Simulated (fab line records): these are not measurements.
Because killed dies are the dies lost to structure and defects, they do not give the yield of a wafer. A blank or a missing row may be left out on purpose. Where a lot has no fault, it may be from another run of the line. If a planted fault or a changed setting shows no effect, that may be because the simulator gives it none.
One fault through the eyes of 2 desks | flow berkeley cmos170 | only its own numbers are on each desk; what lay behind them is given at the end

== FOR THE TOOL OWNER'S DESK: furnace-04 ==
The tool's own readings at UCB170_GATE_OXIDATION_01 (target thk 6.6 nm, ox time 1800 s): means of the sampled wafers that have a number, for each lot that ran on this tool. If a lot's mean is further than 4 standard deviations from the usual mean, the lot is out of limits and carries the mark OUT (the distance appears in the brackets).
Columns: A = spike tc centre C at UCB170_GATE_OXIDATION_01, usual 851.7 C; B = spike tc load C at UCB170_GATE_OXIDATION_01, usual 872.9 C; C = spike tc source C at UCB170_GATE_OXIDATION_01, usual 874 C; D = tube center temp C at UCB170_GATE_OXIDATION_01, usual 850 C; E = tube_center_temp_C_max at UCB170_GATE_OXIDATION_01, usual 852.2; F = zone power load pct at UCB170_GATE_OXIDATION_01, usual 23.8 %
lot  | first seen here | A               | B               | C              | D                     | E               | F
L174 | day 5 13:27     | 850.1           | 874.9           | 876            | 850                   | 852.5           | 23.7
L176 | day 6 19:13     | 849.6           | 874.2           | 876            | 850                   | 852.3           | 23.3
L177 | day 6 19:13     | 850.2           | 873.9           | 876            | 850                   | 852.0           | 23.6
L178 | day 6 22:04     | 850.5           | 874.3           | 875            | 850                   | 852.0           | 23.7
L182 | day 8 01:28     | 824.3 (-17) OUT | 847.4 (-11) OUT | 847 (-6.3) OUT | 824 (-99 or more) OUT | 825.7 (-72) OUT | 21.9
L184 | day 8 01:28     | 825.1 (-17) OUT | 847.9 (-11) OUT | 847 (-6.2) OUT | 824 (-99 or more) OUT | 825.7 (-72) OUT | 22.0
L186 | day 8 01:28     | 824.9 (-17) OUT | 847.0 (-11) OUT | 849 (-5.9) OUT | 824 (-99 or more) OUT | 825.5 (-72) OUT | 22.1
Finding of this desk: L182, L184, L186 out of limits; the first was L182 at day 8 01:28, on spike tc centre C at UCB170_GATE_OXIDATION_01. In limits: L174, L176, L177, L178.

== METROLOGY DESK ==
What the gauges read for every lot (on any tool): the sampled wafers with a number, averaged. If a lot's mean is further than 4 standard deviations from the usual mean, the lot is out of limits and carries the mark OUT (the distance appears in the brackets).
Columns: A = ACTIVE_OVL at UCB170_ACTIVE_OVL_MEAS_14, usual -2 nm; B = GATE_OXIDE_THK at UCB170_GATE_THK_MEAS_02, usual 6.65 nm; C = cd nm at UCB170_GATE_CD_MEAS_12, usual 350.1 nm
lot  | first seen here | A  | B              | C
L174 | day 4 01:44     | -4 | 6.76           | 349.5
L175 | day 5 00:28     | -4 | 6.55           | 349.8
L176 | day 5 07:41     | 3  | 6.61           | 347.8
L177 | day 5 08:14     | 3  | 6.61           | 348.0
L178 | day 5 12:28     | -6 | 6.66           | 349.9
L183 | day 6 01:18     | 3  | 6.60           | 350.8
L184 | day 6 11:46     | -3 | 4.80 (-15) OUT | 351.1
L182 | day 6 12:03     | -5 | 4.80 (-15) OUT | 351.2
L186 | day 6 17:48     | 2  | 4.71 (-16) OUT | 351.5
L188 | day 7 08:08     | 1  | 6.73           | 348.3
L191 | day 7 21:10     | 0  | 6.57           | 350.8
L193 | day 8 01:32     | 2  | 6.59           | 351.8
L194 | day 8 15:55     | -3 | 6.71           | 349.2
L196 | day 8 16:00     | -3 | 6.69           | 349.5
L195 | day 8 21:20     | -4 | 6.87           | 349.4
This desk reports L182, L184, L186 out of limits; the earliest was L184 at day 8 02:58 (GATE_OXIDE_THK at UCB170_GATE_THK_MEAS_02). In limits: L174, L175, L176, L177, L178, L183, L188, L191, L193, L194, L196, L195.

== BROUGHT TOGETHER ==
The tool owner's desk could have raised an alarm at day 8 01:28, on L182, L184, L186.
L182, L184, L186 would have let the metrology desk raise an alarm at day 8 02:58.
On furnace-04, each named lot ran UCB170_GATE_OXIDATION_01.

== WHAT THE SIMULATOR HAD PUT IN ==
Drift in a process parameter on furnace-04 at UCB170_GATE_OXIDATION_01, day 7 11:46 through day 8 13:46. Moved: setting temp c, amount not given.
Shown lots that were struck: L182, L184, L186.
Fault start to first reading out of limits, in hours, per desk: tool owner, 14; metrology, 15.
